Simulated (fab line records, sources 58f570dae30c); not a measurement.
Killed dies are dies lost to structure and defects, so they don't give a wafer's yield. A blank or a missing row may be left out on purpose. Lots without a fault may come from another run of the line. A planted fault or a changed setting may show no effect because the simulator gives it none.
Which tool did it? | flow berkeley_cmos170 | 15 lots, 45 wafers sampled, at 2 steps of a route of 331

WHAT THE GAUGES READ, wafer by wafer
UCB170_NWELL_TW_MEAS_16. Usual: NWELL_TW 1246, standard deviation 7.7.
lot  | measured    | on            | NWELL_TW                      | flag
L753 | day 2 15:36 | film_metro-04 | 1259 1249 1253                |
L754 | day 2 15:41 | film_metro-04 | 1248 1253 1260                |
L758 | day 3 11:11 | film_metro-01 | 1252 1255 1250                |
L757 | day 3 11:14 | film_metro-03 | 1236 1232 1240                |
L756 | day 3 11:25 | film_metro-01 | 1251 1254 1252                |
L759 | day 3 19:45 | film_metro-03 | 1235 1236 1239                |
L761 | day 4 05:35 | film_metro-03 | 1548 1554 1547 1547 1539 1548 | OFF
L760 | day 4 05:32 | film_metro-03 | 1240 1241 1234                |
L762 | day 4 06:02 | film_metro-03 | 1547 1546 1545 1548 1542 1544 | OFF
L768 | day 5 12:31 | film_metro-01 | 1565 1565 1564 1570 1569 1565 | OFF
L773 | day 6 14:54 | film_metro-04 | 1251 1253 1251                |
L772 | day 6 15:08 | film_metro-01 | 1247 1250 1239                |
L774 | day 7 03:01 | film_metro-01 | 1262 1251 1250                |
L775 | day 7 08:27 | film_metro-03 | 1235 1240 1243                |
L776 | day 7 14:29 | film_metro-01 | 1257 1252 1262                |

WHICH TOOL RAN EACH LOT (tool, then ch and the chambers of the sampled wafers, then the start)
lot  | UCB170_NWELL_IMPLANT_14
L753 | implanter-02 ch 0, day 2 15:21
L754 | implanter-01 ch 0, day 2 15:26
L758 | implanter-04 ch 0, day 3 10:56
L757 | implanter-01 ch 0, day 3 10:59
L756 | implanter-02 ch 0, day 3 11:13
L759 | implanter-01 ch 0, day 3 19:31
L761 | implanter-01 ch 0, day 4 05:01
L760 | implanter-04 ch 0, day 4 05:18
L762 | implanter-02 ch 0, day 4 05:28
L768 | implanter-02 ch 0, day 5 11:54
L773 | implanter-01 ch 0, day 6 14:39
L772 | implanter-04 ch 0, day 6 14:53
L774 | implanter-01 ch 0, day 7 02:46
L775 | implanter-02 ch 0, day 7 08:12
L776 | implanter-02 ch 0, day 7 14:16
- UCB170_NWELL_IMPLANT_14

WHAT THE TOOLS THEMSELVES READ (means of the sampled wafers that have a number; where no wafer has one, the mark that the record gives instead)
The record holds no such reading with a usual standard deviation.

THE ANSWER, worked out from the rows above alone
Rule: a lot is off if the mean of its wafers that have a number lies more than 3 standard deviations from the usual mean. A lot without any number at a reading at which 4 lots or more have one is off too. The other lots that the step has rows for count as sound. The gauges are gone through in route order, then the tools' own readings, and for those a lot's mean is taken as printed above. The first step at which some lot is off is used, and at that step the reading that is off furthest; a lot without a number counts as furthest.
Off: L761, L762, L768, at UCB170_NWELL_TW_MEAS_16 (NWELL_TW).
A tool fits if, at a process step before that reading, it ran every lot that is off, and no sound lot after the first of them. The gauges at UCB170_NWELL_TW_MEAS_16 are tried like those tools. None of those tried fits.

WHAT THE SIMULATOR HAD PUT IN
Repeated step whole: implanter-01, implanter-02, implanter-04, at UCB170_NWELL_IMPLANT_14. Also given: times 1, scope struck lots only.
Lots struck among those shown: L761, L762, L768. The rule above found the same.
